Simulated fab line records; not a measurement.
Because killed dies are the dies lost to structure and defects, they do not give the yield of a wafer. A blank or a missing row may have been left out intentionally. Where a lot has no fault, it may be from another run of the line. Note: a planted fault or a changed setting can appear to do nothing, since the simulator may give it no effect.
Which tool was responsible?    flow berkeleyCmos170    7 lots with 21 wafers sampled at 2 steps, on a route of 331 steps

== WHAT THE GAUGES SHOWED, per wafer ==
UCB170_GATE_THK_MEAS_05.
lot   measured      on            GATE_POLY_THK (nm)
L694  day 7 17:53   filmMetro-04  210.5 210.7 210.9
L695  day 7 17:54   filmMetro-02  218.5 215.2 216.1
L697  day 8 07:30   filmMetro-03  213.6 215.4 215.3
L699  day 8 07:34   filmMetro-02  216.8 215.8 215.1
L703  day 9 04:31   filmMetro-03  212.5 212.8 212.1
L700  day 9 04:26   filmMetro-03  218.4 216.6 216.6
L712  day 11 08:37  filmMetro-03  216.2 215.0 214.2

== WHICH TOOL RAN EACH LOT (tool, then ch and the chambers of the sampled wafers, then the start) ==
lot   UCB170_NVT_STRIP_08
L694  plasmaAsher-01 ch 1, day 7 03:18
L695  plasmaAsher-04 ch 0, day 7 03:41
L697  plasmaAsher-03 ch 0,1, day 7 13:02
L699  plasmaAsher-01 ch 0, day 7 20:40
L703  plasmaAsher-03 ch 0,1, day 8 14:07
L700  plasmaAsher-03 ch 0,1, day 8 14:22
L712  plasmaAsher-03 ch 0,1, day 10 11:58
- UCB170_NVT_STRIP_08: strips in O2.

== THE ANSWER, worked out from the rows above alone ==
Rule: the lots themselves supply what counts as usual. The widest of any qualifying gaps counts: lots, ordered by their means at a reading, are off when they make up no more than a third of the lots, leave a main group of 4 or more, and stand apart from it by 3 or more times the standard deviation of that group's means. A main group whose means are all the same, to the digits that the tables above print for the reading, isn't used. Also off: a lot with no number at a reading for which 4 or more lots have one. Where the step has rows for the other lots, those lots are counted as sound.
Across all readings shown, no lot is off: no conclusion can be drawn from this.

== WHAT THE SIMULATOR HAD PUT IN ==
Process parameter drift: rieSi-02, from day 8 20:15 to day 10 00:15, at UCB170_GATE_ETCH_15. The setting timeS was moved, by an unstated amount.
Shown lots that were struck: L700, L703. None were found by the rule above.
